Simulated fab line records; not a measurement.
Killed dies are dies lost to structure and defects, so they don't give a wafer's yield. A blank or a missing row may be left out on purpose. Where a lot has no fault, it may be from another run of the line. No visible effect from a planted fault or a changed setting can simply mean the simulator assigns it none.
A struck lot beside a sound one + flow rit-cmos + 15 steps out of a route of 202
Sound: wafers L190.2, L190.4, L190.5. The struck wafers were L202.1, L202.2, L202.3. Last of all comes the cause.
Order at every step that has rows: each side's tool, ch and its chambers, its first start. Under that, the readings that differ: sound wafers + struck wafers + difference of the means + sigmas: that difference in standard deviations of wafers without a fault.
alike: readings with means less than 2 such deviations apart, plus words and numbers identical on both sides. not compared: withheld readings, readings lacking a value on some wafer, bounds such as >300 that could conceal the same value, and numbers that have no deviation in the record and whose values overlap.
Wherever a step has rows on one side only, a row that says differs or no value, or a row with sigmas, the two part there. Numbers that have no deviation but don't overlap get no sigmas and don't part them. A reading that every wafer of one side lacks parts them only if that side has two wafers or more.

RIT_NSD_TW_MEAS_10:
  sound on film-metro-01 at day 3 05:14; struck on film-metro-04 at day 5 16:02
  alike: NSD_TW
then, 6 steps without rows for these wafers: RIT_PSD_HMDS_00 (prime time 60 s); RIT_PSD_COAT_01 (resist thk 1000 nm); RIT_PSD_SOFTBAKE_02 (time 60 s); RIT_PSD_EXPOSE_03 (exposes mask M10, target cd 40900 nm); RIT_PSD_PEB_04; RIT_PSD_DEVELOP_05 (develop time 50 s).
RIT_PSD_OVL_MEAS_06:
  sound on overlay-02 at day 3 06:16; struck on overlay-02 at day 5 17:04
  alike: PSD_OVL
then, 2 steps without rows for these wafers: RIT_PSD_HARDBAKE_07 (time 60 s); RIT_PSD_IMPLANT_08.
RIT_PSD_STRIP_09: strips in O2, time 180 s.
  sound on plasma-asher-03 ch 0,1, day 3 06:36; struck on plasma-asher-02 ch 0,1, day 5 17:25
  alike: drypump-motor-current-A
  not compared: rf-hours-counter-h
RIT_PSD_TW_MEAS_10:
  sound on film-metro-01 at day 3 06:47; struck on film-metro-04 at day 5 17:35
  alike: PSD_TW
RIT_SDANNEAL_CLEAN_00: cleans in SC1, time 600 s.
  sound on wet-bench-01 ch 0, day 3 06:50; struck on wet-bench-02 ch 1, day 5 17:38
| reading          | sound       | struck      | difference | sigmas |
|------------------|-------------|-------------|------------|--------|
| run-length-s (s) | 624 624 624 | 540 540 540 | -84        | -23    |
  alike: bath-guard-temp-C
then, 1 step without rows for these wafers: RIT_SDANNEAL_CLEAN_01 (cleans in dHF, time 30 s).
RIT_M1_PROBE_99:
  sound on prober-02 at day 3 14:44; struck on prober-02 at day 6 01:28
  alike: killed-at-contacts, killed-at-front-end, killed-dies, killed-open, killed-short

WHERE THEY PART
At RIT_SDANNEAL_CLEAN_00 and nowhere else, as far as this record goes. Later steps at which nothing parts them and some readings are alike: RIT_M1_PROBE_99.

WHY: what the simulator had put in
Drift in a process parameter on wet-bench-02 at RIT_SDANNEAL_CLEAN_00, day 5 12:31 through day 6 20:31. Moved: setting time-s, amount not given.
